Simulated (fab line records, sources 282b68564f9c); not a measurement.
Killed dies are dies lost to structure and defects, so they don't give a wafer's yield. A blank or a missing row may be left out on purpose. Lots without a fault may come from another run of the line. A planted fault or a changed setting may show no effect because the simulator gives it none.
Which tool did it? | flow rit_cmos | 15 lots, 45 wafers sampled, at 6 steps of a route of 202

WHAT THE GAUGES READ, wafer by wafer
RIT_ACTIVE_THK_MEAS_04.
lot  | measured    | on            | ACTIVE_NITRIDE_THK (nm)
L288 | day 1 15:32 | film_metro-01 | 151.0 151.6 151.7
L290 | day 1 23:32 | film_metro-02 | 149.1 149.9 148.5
L291 | day 2 04:32 | film_metro-04 | 149.7 149.5 149.8
L292 | day 2 09:32 | film_metro-01 | 148.0 149.4 149.3
L293 | day 2 15:43 | film_metro-02 | 152.3 150.3 151.3
L294 | day 2 19:32 | film_metro-01 | 149.7 149.0 151.2
L296 | day 3 06:02 | film_metro-04 | 250.9 250.3 250.2
L297 | day 3 11:00 | film_metro-04 | 253.8 252.5 254.5
L298 | day 3 15:56 | film_metro-02 | 251.8 249.9 250.1
L303 | day 4 16:32 | film_metro-04 | 150.8 151.0 151.3
L305 | day 5 02:32 | film_metro-01 | 147.3 148.0 149.2
L307 | day 5 12:32 | film_metro-02 | 149.7 149.4 150.5
L309 | day 5 23:58 | film_metro-02 | 149.7 150.0 149.8
L310 | day 6 04:04 | film_metro-01 | 151.3 151.0 150.3
L311 | day 6 09:19 | film_metro-04 | 149.0 150.2 149.6

RIT_NSD_OVL_MEAS_06.
lot  | measured    | on         | NSD_OVL (nm)
L288 | day 3 01:35 | overlay-01 | -0.3 0.3 0.0
L290 | day 3 09:01 | overlay-01 | 2.6 3.3 3.3
L291 | day 3 13:58 | overlay-01 | 0.3 1.0 0.6
L292 | day 3 20:38 | overlay-01 | 2.0 1.6 0.1
L293 | day 4 01:54 | overlay-01 | 1.0 -0.4 2.3
L294 | day 4 05:01 | overlay-02 | 1.4 2.6 2.0
L303 | day 6 03:02 | overlay-01 | -1.7 -2.0 -1.2
L305 | day 6 14:34 | overlay-01 | 2.3 0.3 -0.4
L307 | day 7 03:17 | overlay-02 | 1.0 -0.2 -1.3
L309 | day 7 12:35 | overlay-02 | 0.1 -0.8 -0.7
L310 | day 7 14:47 | overlay-01 | 3.1 4.8 2.9
L311 | day 7 19:00 | overlay-02 | 1.3 2.4 1.0

RIT_PSD_OVL_MEAS_06.
lot  | measured    | on         | PSD_OVL (nm)
L288 | day 3 03:11 | overlay-01 | -1.7 -2.2 -1.9
L290 | day 3 10:31 | overlay-01 | -0.1 -0.4 -1.3
L291 | day 3 15:23 | overlay-02 | 0.2 0.1 -0.5
L292 | day 3 22:03 | overlay-01 | 1.0 0.8 -0.6
L293 | day 4 03:19 | overlay-01 | -1.5 -1.6 -2.7
L294 | day 4 06:33 | overlay-02 | 2.2 -1.1 0.7
L303 | day 6 04:27 | overlay-02 | 2.6 1.3 2.0
L305 | day 6 16:10 | overlay-02 | 0.6 -0.6 -1.2
L307 | day 7 04:43 | overlay-02 | 1.0 1.7 0.6
L309 | day 7 14:01 | overlay-02 | 1.8 1.1 -0.2
L310 | day 7 16:13 | overlay-01 | 0.9 2.5 0.8
L311 | day 7 20:34 | overlay-01 | -0.7 -2.2 -2.3

WHICH TOOL RAN EACH LOT (tool, then ch and the chambers of the sampled wafers, then the start)
lot  | RIT_ACTIVE_CVD_03          | RIT_ACTIVE_ETCH_13                | RIT_ACTIVE_STRIP_14
L288 | lpcvd-02 ch 0, day 1 14:07 | rie_diel-01 ch 1,2,3, day 1 16:50 | plasma_asher-04 ch 0,1, day 1 16:58
L290 | lpcvd-01 ch 1, day 1 22:07 | rie_diel-03 ch 1,3, day 2 00:43   | plasma_asher-03 ch 0,1, day 2 00:50
L291 | lpcvd-01 ch 1, day 2 03:07 | rie_diel-04 ch 0,1,2, day 2 05:50 | plasma_asher-03 ch 0,1, day 2 05:58
L292 | lpcvd-01 ch 0, day 2 08:07 | rie_diel-01 ch 1,2, day 2 10:49   | plasma_asher-04 ch 0,1, day 2 10:58
L293 | lpcvd-01 ch 0, day 2 13:35 | rie_diel-03 ch 0,1, day 2 16:53   | plasma_asher-01 ch 0,1, day 2 17:02
L294 | lpcvd-02 ch 1, day 2 18:07 | rie_diel-01 ch 0,1,2, day 2 20:50 | plasma_asher-01 ch 0,1, day 2 20:58
L296 | lpcvd-01 ch 1, day 3 04:38 | rie_diel-03 ch 0,1,3, day 3 07:21 | plasma_asher-01 ch 0,1, day 3 07:29
L297 | lpcvd-01 ch 1, day 3 09:35 | rie_diel-01 ch 2,3, day 3 12:10   | plasma_asher-03 ch 0,1, day 3 12:19
L298 | lpcvd-01 ch 0, day 3 14:32 | rie_diel-01 ch 0,2,3, day 3 17:07 | plasma_asher-03 ch 0,1, day 3 17:16
L303 | lpcvd-02 ch 1, day 4 15:07 | rie_diel-03 ch 0,2,3, day 4 17:43 | plasma_asher-01 ch 0,1, day 4 17:50
L305 | lpcvd-02 ch 1, day 5 01:07 | rie_diel-01 ch 0,2,3, day 5 03:50 | plasma_asher-04 ch 0,1, day 5 03:58
L307 | lpcvd-02 ch 1, day 5 11:07 | rie_diel-04 ch 2,3, day 5 13:43   | plasma_asher-01 ch 0, day 5 13:50
L309 | lpcvd-02 ch 0, day 5 22:32 | rie_diel-04 ch 1,2,3, day 6 01:08 | plasma_asher-04 ch 0,1, day 6 01:16
L310 | lpcvd-01 ch 0, day 6 02:38 | rie_diel-03 ch 1,2, day 6 05:22   | plasma_asher-04 ch 0,1, day 6 05:33
L311 | lpcvd-02 ch 0, day 6 07:12 | rie_diel-01 ch 0,3, day 6 10:37   | plasma_asher-04 ch 0,1, day 6 10:44
- RIT_ACTIVE_CVD_03: deposits Si3N4 from SiH2Cl2/NH3, target thk 150 nm, time 1500 s.
- RIT_ACTIVE_ETCH_13: etches Si3N4 in SF6, stops on SiO2, time 210 s, target depth 210 nm.
- RIT_ACTIVE_STRIP_14: strips in O2, time 180 s.

WHAT THE TOOLS THEMSELVES READ (means of the sampled wafers that have a number; where no wafer has one, the mark that the record gives instead)
RIT_ACTIVE_CVD_03.
lot  | tool     | spike_tc_centre_C (C) | spike_tc_load_C (C) | spike_tc_source_C (C) | susceptor_temp_C (C)
L288 | lpcvd-02 | 813.5                 | 832.7               | 827.1                 | 809.6
L290 | lpcvd-01 | 812.7                 | 833.7               | 833.4                 | 810.2
L291 | lpcvd-01 | 812.8                 | 834.0               | 834.5                 | 809.4
L292 | lpcvd-01 | 812.7                 | 836.0               | 833.4                 | 809.7
L293 | lpcvd-01 | 813.5                 | 835.4               | 834.4                 | 810.1
L294 | lpcvd-02 | 813.4                 | 835.5               | 831.9                 | 810.3
L296 | lpcvd-01 | 879.6                 | 899.8               | 901.9                 | 876.8
L297 | lpcvd-01 | 878.5                 | 901.2               | 900.4                 | 876.5
L298 | lpcvd-01 | 879.8                 | 902.2               | 900.4                 | 876.7
L303 | lpcvd-02 | 811.8                 | 835.0               | 831.4                 | 809.8
L305 | lpcvd-02 | 811.6                 | 835.6               | 830.9                 | 810.1
L307 | lpcvd-02 | 812.7                 | 835.3               | 830.7                 | 809.6
L309 | lpcvd-02 | 813.1                 | 832.3               | 826.5                 | 809.9
L310 | lpcvd-01 | 813.4                 | 835.5               | 834.2                 | 809.5
L311 | lpcvd-02 | 812.7                 | 832.3               | 828.2                 | 809.9

RIT_ACTIVE_ETCH_13.
lot  | tool        | drypump_motor_current_A (A) | oes_product_au (a.u.) | throttle_valve_pct (%)
L288 | rie_diel-01 | 5.8                         | 0.831                 | 7.39
L290 | rie_diel-03 | 5.4                         | 0.823                 | 7.50
L291 | rie_diel-04 | 6.1                         | 0.832                 | 7.46
L292 | rie_diel-01 | 5.6                         | 0.824                 | 7.45
L293 | rie_diel-03 | 5.4                         | 0.854                 | 7.52
L294 | rie_diel-01 | 5.9                         | 0.818                 | 7.52
L296 | rie_diel-03 | 5.5                         | 1.010                 | 7.51
L297 | rie_diel-01 | 5.9                         | 0.995                 | 7.38
L298 | rie_diel-01 | 6.1                         | 0.975                 | 7.52
L303 | rie_diel-03 | 5.8                         | 0.830                 | 7.54
L305 | rie_diel-01 | 6.1                         | 0.822                 | 7.52
L307 | rie_diel-04 | 5.7                         | 0.843                 | 7.47
L309 | rie_diel-04 | 5.8                         | 0.840                 | 7.52
L310 | rie_diel-03 | 5.8                         | 0.825                 | 7.58
L311 | rie_diel-01 | 6.4                         | 0.820                 | 7.61

RIT_ACTIVE_STRIP_14.
lot  | tool            | drypump_motor_current_A (A)
L288 | plasma_asher-04 | 5.7
L290 | plasma_asher-03 | 5.3
L291 | plasma_asher-03 | 5.3
L292 | plasma_asher-04 | 5.3
L293 | plasma_asher-01 | 5.6
L294 | plasma_asher-01 | 5.4
L296 | plasma_asher-01 | 5.7
L297 | plasma_asher-03 | 5.3
L298 | plasma_asher-03 | 5.3
L303 | plasma_asher-01 | 5.6
L305 | plasma_asher-04 | 5.3
L307 | plasma_asher-01 | 5.1
L309 | plasma_asher-04 | 5.3
L310 | plasma_asher-04 | 5.7
L311 | plasma_asher-04 | 5.7

THE ANSWER, worked out from the rows above alone
Rule: what is usual is taken from the lots themselves. Put in order of their means at a reading, lots are off if they are a third of the lots or fewer, leave a main group of 4 or more, and stand apart from it by a gap of 3 or more times the standard deviation of the main group's means; of several such gaps the widest counts. A main group whose means are all the same, to the digits that the tables above print for the reading, isn't used. A lot without any number at a reading at which 4 lots or more have one is off too. The other lots that the step has rows for count as sound. The gauges are gone through in route order, then the tools' own readings, and for those a lot's mean is taken as printed above. The first step at which some lot is off is used, and at that step the reading that is off furthest; a lot without a number counts as furthest.
Off: L296, L297, L298, at RIT_ACTIVE_THK_MEAS_04 (ACTIVE_NITRIDE_THK). The main group: mean 150.0 nm, standard deviation 0.96.
A tool fits if, at a process step before that reading, it ran every lot that is off, and no sound lot after the first of them. The gauges at RIT_ACTIVE_THK_MEAS_04 aren't tried: what is off there is off at RIT_ACTIVE_CVD_03 too, on other tools, and a gauge's error can't cause that. None of those tried fits.

WHAT THE SIMULATOR HAD PUT IN
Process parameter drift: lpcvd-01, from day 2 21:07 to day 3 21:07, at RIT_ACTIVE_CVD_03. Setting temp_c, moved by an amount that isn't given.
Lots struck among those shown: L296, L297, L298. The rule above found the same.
